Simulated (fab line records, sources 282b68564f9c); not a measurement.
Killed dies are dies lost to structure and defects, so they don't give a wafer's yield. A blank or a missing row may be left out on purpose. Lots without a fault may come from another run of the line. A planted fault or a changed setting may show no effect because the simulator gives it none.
Which tool did it? | flow rit_cmos | 14 lots, 42 wafers sampled, at 2 steps of a route of 202

WHAT THE GAUGES READ, wafer by wafer
The record holds no reading of a measuring or inspecting step that can be judged against a usual standard deviation.

WHICH TOOL RAN EACH LOT (tool, then ch and the chambers of the sampled wafers, then the start)
lot  | RIT_M1_SOFTBAKE_05               | RIT_M1_PROBE_99
L131 | litho_track-04 ch 0, day 3 09:54 | prober-02, day 3 13:26
L132 | litho_track-02 ch 0, day 3 17:11 | prober-01, day 3 20:32
L133 | litho_track-02 ch 0, day 3 21:21 | prober-02, day 4 00:58
L134 | litho_track-04 ch 0, day 4 03:40 | prober-01, day 4 06:58
L135 | litho_track-04 ch 0, day 4 07:13 | prober-01, day 4 10:28
L136 | litho_track-02 ch 0, day 4 10:46 | prober-02, day 4 14:00
L137 | litho_track-01 ch 0, day 4 17:07 | prober-01, day 4 20:29
L142 | litho_track-02 ch 0, day 5 17:35 | prober-02, day 5 20:50
L143 | litho_track-02 ch 0, day 5 22:07 | prober-01, day 6 01:31
L145 | litho_track-01 ch 0, day 6 08:09 | prober-01, day 6 12:37
L147 | litho_track-01 ch 0, day 6 19:01 | prober-01, day 6 22:17
L148 | litho_track-01 ch 0, day 7 00:06 | prober-02, day 7 03:55
L152 | litho_track-04 ch 0, day 7 21:41 | prober-02, day 8 00:59
L153 | litho_track-04 ch 0, day 8 06:08 | prober-01, day 8 09:47
- RIT_M1_SOFTBAKE_05: time 60 s.
- RIT_M1_PROBE_99

WHAT THE TOOLS THEMSELVES READ (means of the sampled wafers that have a number; where no wafer has one, the mark that the record gives instead)
RIT_M1_SOFTBAKE_05.
lot  | tool           | heater_power_total_W (W) | plate_temp_C (C)
L131 | litho_track-04 | 34.52                    | 89.98
L132 | litho_track-02 | 34.55                    | 89.97
L133 | litho_track-02 | 34.59                    | 89.91
L134 | litho_track-04 | 34.58                    | 90.23
L135 | litho_track-04 | 34.62                    | 89.95
L136 | litho_track-02 | 34.55                    | 90.07
L137 | litho_track-01 | 34.56                    | 90.06
L142 | litho_track-02 | 36.08                    | 92.80
L143 | litho_track-02 | 36.00                    | 92.83
L145 | litho_track-01 | 34.55                    | 89.86
L147 | litho_track-01 | 34.51                    | 89.97
L148 | litho_track-01 | 34.56                    | 90.10
L152 | litho_track-04 | 34.55                    | 89.85
L153 | litho_track-04 | 34.55                    | 90.06

RIT_M1_PROBE_99.
lot  | tool      | defect_limited_yield (%) | killed_at_contacts | killed_at_front_end | killed_dies | killed_open | killed_short | sort_bin_3_pad_short (%) | sort_bin_5_function (%) | sort_bin_6_memory (%) | sort_n_pass | sort_yield_pct (%)
L131 | prober-02 | 97.2                     | 0.0                | 7                   | 7           | 3.0         | 4.3          | 0.3                      | 1.0                     | 1.5                   | 257         | 97.2
L132 | prober-01 | 98.7                     | 0.0                | 3                   | 3           | 1.3         | 2.0          | 0.1                      | 0.8                     | 0.4                   | 261         | 98.7
L133 | prober-02 | 97.2                     | 0.3                | 7                   | 7           | 3.7         | 3.7          | 0.3                      | 1.6                     | 0.9                   | 257         | 97.2
L134 | prober-01 | 97.2                     | 0.0                | 7                   | 7           | 5.0         | 2.3          | 0.1                      | 2.0                     | 0.6                   | 257         | 97.2
L135 | prober-01 | 97.8                     | 0.0                | 6                   | 6           | 2.3         | 3.3          | 0.0                      | 0.9                     | 1.3                   | 258         | 97.8
L136 | prober-02 | 97.2                     | 0.0                | 7                   | 7           | 3.7         | 3.7          | 0.3                      | 1.3                     | 1.3                   | 257         | 97.2
L137 | prober-01 | 94.1                     | 0.0                | 16                  | 16          | 5.3         | 10.3         | 0.3                      | 4.1                     | 1.7                   | 248         | 94.1
L142 | prober-02 | 95.4                     | 0.3                | 12                  | 12          | 5.7         | 6.7          | 0.3                      | 3.5                     | 0.9                   | 252         | 95.4
L143 | prober-01 | 97.7                     | 0.0                | 6                   | 6           | 3.0         | 3.0          | 0.3                      | 1.4                     | 0.7                   | 258         | 97.7
L145 | prober-01 | 97.3                     | 0.0                | 7                   | 7           | 2.7         | 4.3          | 0.3                      | 1.4                     | 1.0                   | 257         | 97.3
L147 | prober-01 | 95.7                     | 0.0                | 11                  | 11          | 5.3         | 6.0          | 0.0                      | 3.4                     | 0.9                   | 253         | 95.7
L148 | prober-02 | 97.0                     | 0.0                | 8                   | 8           | 3.7         | 4.3          | 0.1                      | 1.3                     | 1.6                   | 256         | 97.0
L152 | prober-02 | 97.3                     | 0.0                | 7                   | 7           | 4.0         | 3.0          | 0.0                      | 1.8                     | 0.9                   | 257         | 97.3
L153 | prober-01 | 98.3                     | 0.0                | 5                   | 5           | 2.7         | 2.0          | 0.1                      | 1.3                     | 0.4                   | 259         | 98.3

THE ANSWER, worked out from the rows above alone
Rule: what is usual is taken from the lots themselves. Put in order of their means at a reading, lots are off if they are a third of the lots or fewer, leave a main group of 4 or more, and stand apart from it by a gap of 3 or more times the standard deviation of the main group's means; of several such gaps the widest counts. A main group whose means are all the same, to the digits that the tables above print for the reading, isn't used. A lot without any number at a reading at which 4 lots or more have one is off too. The other lots that the step has rows for count as sound. The gauges are gone through in route order, then the tools' own readings, and for those a lot's mean is taken as printed above. The first step at which some lot is off is used, and at that step the reading that is off furthest; a lot without a number counts as furthest.
Off: L142, L143, at RIT_M1_SOFTBAKE_05 (heater_power_total_W). The main group: mean 34.56 W, standard deviation 0.028.
A tool fits if, at that step or a process step before it, it ran every lot that is off, and no sound lot after the first of them. One fits: litho_track-02 at RIT_M1_SOFTBAKE_05. Its last sound lot is L136 (day 4 10:46), its first lot that is off L142 (day 5 17:35): a fault that began between those two fits.
The tool's own readings at RIT_M1_SOFTBAKE_05 bear it out: on the lots that are off they differ by more than 5 times the standard deviation of the sound lots' means. heater_power_total_W reads 36.04 W there against 34.56 W on the sound lots; plate_temp_C reads 92.81 C there against 90.00 C on the sound lots.

WHAT THE SIMULATOR HAD PUT IN
Process parameter drift: litho_track-02, from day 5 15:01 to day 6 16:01, at RIT_M1_SOFTBAKE_05. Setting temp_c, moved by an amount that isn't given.
Lots struck among those shown: L142, L143. The rule above found the same.
